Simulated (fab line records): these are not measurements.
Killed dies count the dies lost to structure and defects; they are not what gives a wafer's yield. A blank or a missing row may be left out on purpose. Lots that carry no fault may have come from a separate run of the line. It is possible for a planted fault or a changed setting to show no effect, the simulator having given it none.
Tool commonality check :: flow berkeley_cmos170 :: Sampled: 14 lots, 42 wafers

## REASON FOR OPENING
UCB170_PLDD_TW_MEAS_11, reading PLDD_TW: flagged on 2 of 14 lots. Wafers without a fault read 1000, standard deviation 6.2.
Rule: a lot is flagged when every wafer of it that has a number lies more than 4 standard deviations from that mean, or none has a number. As for the other lots, they are considered sound.

lot: L172
measured: day 7 10:11
on: film_metro-01
PLDD_TW, wafer by wafer: 1007 1008 1002
flag: 

lot: L171
measured: day 7 10:24
on: film_metro-03
PLDD_TW, wafer by wafer: 997 986 988
flag: 

lot: L173
measured: day 7 18:39
on: film_metro-03
PLDD_TW, wafer by wafer: 987 994 990
flag: 

lot: L174
measured: day 7 18:56
on: film_metro-03
PLDD_TW, wafer by wafer: 992 992 995
flag: 

lot: L175
measured: day 8 14:19
on: film_metro-01
PLDD_TW, wafer by wafer: 999 1001 1004
flag: 

lot: L177
measured: day 8 14:46
on: film_metro-01
PLDD_TW, wafer by wafer: 1008 1005 1004
flag: 

lot: L176
measured: day 8 14:57
on: film_metro-02
PLDD_TW, wafer by wafer: 1004 1002 1004
flag: 

lot: L178
measured: day 8 15:11
on: film_metro-01
PLDD_TW, wafer by wafer: 1003 1001 999
flag: 

lot: L179
measured: day 9 09:41
on: film_metro-01
PLDD_TW, wafer by wafer: 1004 1000 1003
flag: 

lot: L181
measured: day 10 08:12
on: film_metro-03
PLDD_TW, wafer by wafer: 1116 1121 1127
flag: FLAGGED

lot: L186
measured: day 10 21:02
on: film_metro-02
PLDD_TW, wafer by wafer: 1127 1132 1119
flag: FLAGGED

lot: L190
measured: day 11 18:26
on: film_metro-01
PLDD_TW, wafer by wafer: 1010 1004 1005
flag: 

lot: L189
measured: day 11 19:11
on: film_metro-03
PLDD_TW, wafer by wafer: 993 1001 992
flag: 

lot: L191
measured: day 11 22:04
on: film_metro-01
PLDD_TW, wafer by wafer: 1009 1007 1007
flag: 
On average the flagged lots' numbers are 1124, which is +124 against the usual, or +20 standard deviations.

## EACH LOT AND THE TOOL IT RAN ON
2 process steps preceding the reading are held in the record, out of 331 steps in the route. Each cell gives the tool, then ch followed by the chambers the sampled wafers passed through, then the start.
lot: L172
flag: 
UCB170_PFIELD_STRIP_08: plasma_asher-01 ch 0,1, day 4 23:05
UCB170_PLDD_IMPLANT_08: implanter-02 ch 0, day 7 09:47

lot: L171
flag: 
UCB170_PFIELD_STRIP_08: plasma_asher-04 ch 0,1, day 5 02:37
UCB170_PLDD_IMPLANT_08: implanter-04 ch 0, day 7 10:00

lot: L173
flag: 
UCB170_PFIELD_STRIP_08: plasma_asher-03 ch 0,1, day 5 13:28
UCB170_PLDD_IMPLANT_08: implanter-01 ch 0, day 7 18:17

lot: L174
flag: 
UCB170_PFIELD_STRIP_08: plasma_asher-03 ch 0,1, day 5 12:58
UCB170_PLDD_IMPLANT_08: implanter-04 ch 0, day 7 18:32

lot: L175
flag: 
UCB170_PFIELD_STRIP_08: plasma_asher-01 ch 0,1, day 5 22:46
UCB170_PLDD_IMPLANT_08: implanter-04 ch 0, day 8 13:56

lot: L177
flag: 
UCB170_PFIELD_STRIP_08: plasma_asher-03 ch 0,1, day 5 23:05
UCB170_PLDD_IMPLANT_08: implanter-01 ch 0, day 8 14:25

lot: L176
flag: 
UCB170_PFIELD_STRIP_08: plasma_asher-03 ch 0,1, day 5 22:18
UCB170_PLDD_IMPLANT_08: implanter-04 ch 0, day 8 14:33

lot: L178
flag: 
UCB170_PFIELD_STRIP_08: plasma_asher-03 ch 0,1, day 6 08:35
UCB170_PLDD_IMPLANT_08: implanter-02 ch 0, day 8 14:47

lot: L179
flag: 
UCB170_PFIELD_STRIP_08: plasma_asher-03 ch 0,1, day 6 21:10
UCB170_PLDD_IMPLANT_08: implanter-01 ch 0, day 9 09:17

lot: L181
flag: FLAGGED
UCB170_PFIELD_STRIP_08: plasma_asher-01 ch 0,1, day 7 08:42
UCB170_PLDD_IMPLANT_08: implanter-04 ch 0, day 10 07:49

lot: L186
flag: FLAGGED
UCB170_PFIELD_STRIP_08: plasma_asher-03 ch 0,1, day 8 12:55
UCB170_PLDD_IMPLANT_08: implanter-04 ch 0, day 10 20:38

lot: L190
flag: 
UCB170_PFIELD_STRIP_08: plasma_asher-03 ch 0,1, day 9 07:02
UCB170_PLDD_IMPLANT_08: implanter-02 ch 0, day 11 18:02

lot: L189
flag: 
UCB170_PFIELD_STRIP_08: plasma_asher-01 ch 1, day 9 06:37
UCB170_PLDD_IMPLANT_08: implanter-02 ch 0, day 11 18:47

lot: L191
flag: 
UCB170_PFIELD_STRIP_08: plasma_asher-04 ch 0,1, day 9 15:47
UCB170_PLDD_IMPLANT_08: implanter-02 ch 0, day 11 21:40
What these steps do:
- UCB170_PFIELD_STRIP_08: strips in O2.
- UCB170_PLDD_IMPLANT_08
- UCB170_PLDD_TW_MEAS_11

## FLAGGED AGAINST TOTAL, ONE TOOL AT A TIME (gauges that did the reading follow at the end)
step: UCB170_PFIELD_STRIP_08
tool: plasma_asher-01
lots run: 4
flagged: 1
share of the flagged lots: some
sound lots run after its first flagged lot: 1 (L189)

step: UCB170_PFIELD_STRIP_08
tool: plasma_asher-03
lots run: 8
flagged: 1
share of the flagged lots: some
sound lots run after its first flagged lot: 1 (L190)

step: UCB170_PFIELD_STRIP_08
tool: plasma_asher-04
lots run: 2
flagged: 0
share of the flagged lots: none
sound lots run after its first flagged lot: -

step: UCB170_PLDD_IMPLANT_08
tool: implanter-01
lots run: 3
flagged: 0
share of the flagged lots: none
sound lots run after its first flagged lot: -

step: UCB170_PLDD_IMPLANT_08
tool: implanter-02
lots run: 5
flagged: 0
share of the flagged lots: none
sound lots run after its first flagged lot: -

step: UCB170_PLDD_IMPLANT_08
tool: implanter-04
lots run: 6
flagged: 2
share of the flagged lots: all
sound lots run after its first flagged lot: 0

step: UCB170_PLDD_TW_MEAS_11
tool: film_metro-01
lots run: 7
flagged: 0
share of the flagged lots: none
sound lots run after its first flagged lot: -

step: UCB170_PLDD_TW_MEAS_11
tool: film_metro-02
lots run: 2
flagged: 1
share of the flagged lots: some
sound lots run after its first flagged lot: 0

step: UCB170_PLDD_TW_MEAS_11
tool: film_metro-03
lots run: 5
flagged: 1
share of the flagged lots: some
sound lots run after its first flagged lot: 1 (L189)

## WHAT THE TABLE PERMITS
In the table, 1 row covers all flagged lots: implanter-04 at UCB170_PLDD_IMPLANT_08.
- implanter-04 at UCB170_PLDD_IMPLANT_08 ran 6 lots, 2 of them flagged. Last sound lot L176 at day 8 14:33, first flagged lot L181 at day 10 07:49; a fault beginning in between fits. Its own readings lie more than 4 standard deviations out on every wafer of the flagged lots: beam_on_s, dose_ions_cm2, faraday_current_uA.
One tool is left: implanter-04 at UCB170_PLDD_IMPLANT_08.

## WHAT THE SIMULATOR HAD INSERTED
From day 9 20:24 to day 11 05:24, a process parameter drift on implanter-04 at UCB170_PLDD_IMPLANT_08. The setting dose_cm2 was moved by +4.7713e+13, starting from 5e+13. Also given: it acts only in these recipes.
Lots struck among those shown: L181, L186. The same result came from the rule above.
